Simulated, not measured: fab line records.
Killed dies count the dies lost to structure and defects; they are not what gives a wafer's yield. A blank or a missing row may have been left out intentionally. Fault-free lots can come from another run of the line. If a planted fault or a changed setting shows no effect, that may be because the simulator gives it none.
The same fault as seen by 2 desks || flow berkeley_cmos170 || each desk holds nothing but its own numbers, with what lay behind them at the end

FROM THE METROLOGY DESK
Lot by lot, what the gauges showed, no matter which tool ran the lot: averages of those sampled wafers that carry a number. The brackets show how far a lot's mean lies from the usual mean; more than 4 standard deviations puts the lot out of limits, marked OUT.
Columns: A = GATE_POLY_THK at UCB170_GATE_THK_MEAS_05, usual 215.4 nm; B = cd_nm at UCB170_GATE_CD_MEAS_12, usual 349.8 nm; C = GATE_OVL at UCB170_GATE_OVL_MEAS_13, usual 2 nm
{"lot": "L612", "first seen here": "day 6 16:19", "A": 217.6, "B": 348.7, "C": -4}
{"lot": "L611", "first seen here": "day 6 16:21", "A": 215.6, "B": 348.8, "C": 4}
{"lot": "L621", "first seen here": "day 8 18:11", "A": 215.1, "B": 350.9, "C": -2}
{"lot": "L619", "first seen here": "day 8 18:12", "A": 216.6, "B": 348.0, "C": -4}
{"lot": "L622", "first seen here": "day 9 06:29", "A": 212.8, "B": 351.7, "C": -0}
{"lot": "L624", "first seen here": "day 9 16:20", "A": 220.2, "B": 348.4, "C": 12}
{"lot": "L629", "first seen here": "day 10 14:07", "A": 218.4, "B": 352.2, "C": -4}
Finding of this desk: none of the 7 lots has anything out of limits.

THE TOOL OWNER'S DESK: rie_si-01
The tool's own readings at UCB170_GATE_ETCH_15 (etches poly-Si in HBr/Cl2, stops on SiO2, time 56.3 s, target depth 278.2 nm): means of the sampled wafers that have a number, for each lot that ran on this tool. The brackets show how far a lot's mean lies from the usual mean; more than 4 standard deviations puts the lot out of limits, marked OUT.
Columns: A = drypump_motor_current_A at UCB170_GATE_ETCH_15, usual 5.8 A; B = oes_product_au at UCB170_GATE_ETCH_15, usual 0.835 a.u.; C = throttle_valve_pct at UCB170_GATE_ETCH_15, usual 26.46 %
{"lot": "L612", "first seen here": "day 6 17:35", "A": 5.8, "B": 0.837, "C": 26.54}
{"lot": "L611", "first seen here": "day 6 17:51", "A": 6.0, "B": 0.833, "C": 26.64}
{"lot": "L621", "first seen here": "day 8 19:40", "A": 5.8, "B": 0.836, "C": 26.52}
{"lot": "L622", "first seen here": "day 9 07:35", "A": 6.2, "B": 0.824, "C": 26.61}
{"lot": "L624", "first seen here": "day 9 17:52", "A": 6.2, "B": 0.845, "C": 26.63}
Finding of this desk: none of the 5 lots has anything out of limits.

PUT TOGETHER
The metrology desk saw nothing out of limits.
Nothing out of limits was seen by the tool owner's desk.

WHAT THE SIMULATOR HAD INSERTED
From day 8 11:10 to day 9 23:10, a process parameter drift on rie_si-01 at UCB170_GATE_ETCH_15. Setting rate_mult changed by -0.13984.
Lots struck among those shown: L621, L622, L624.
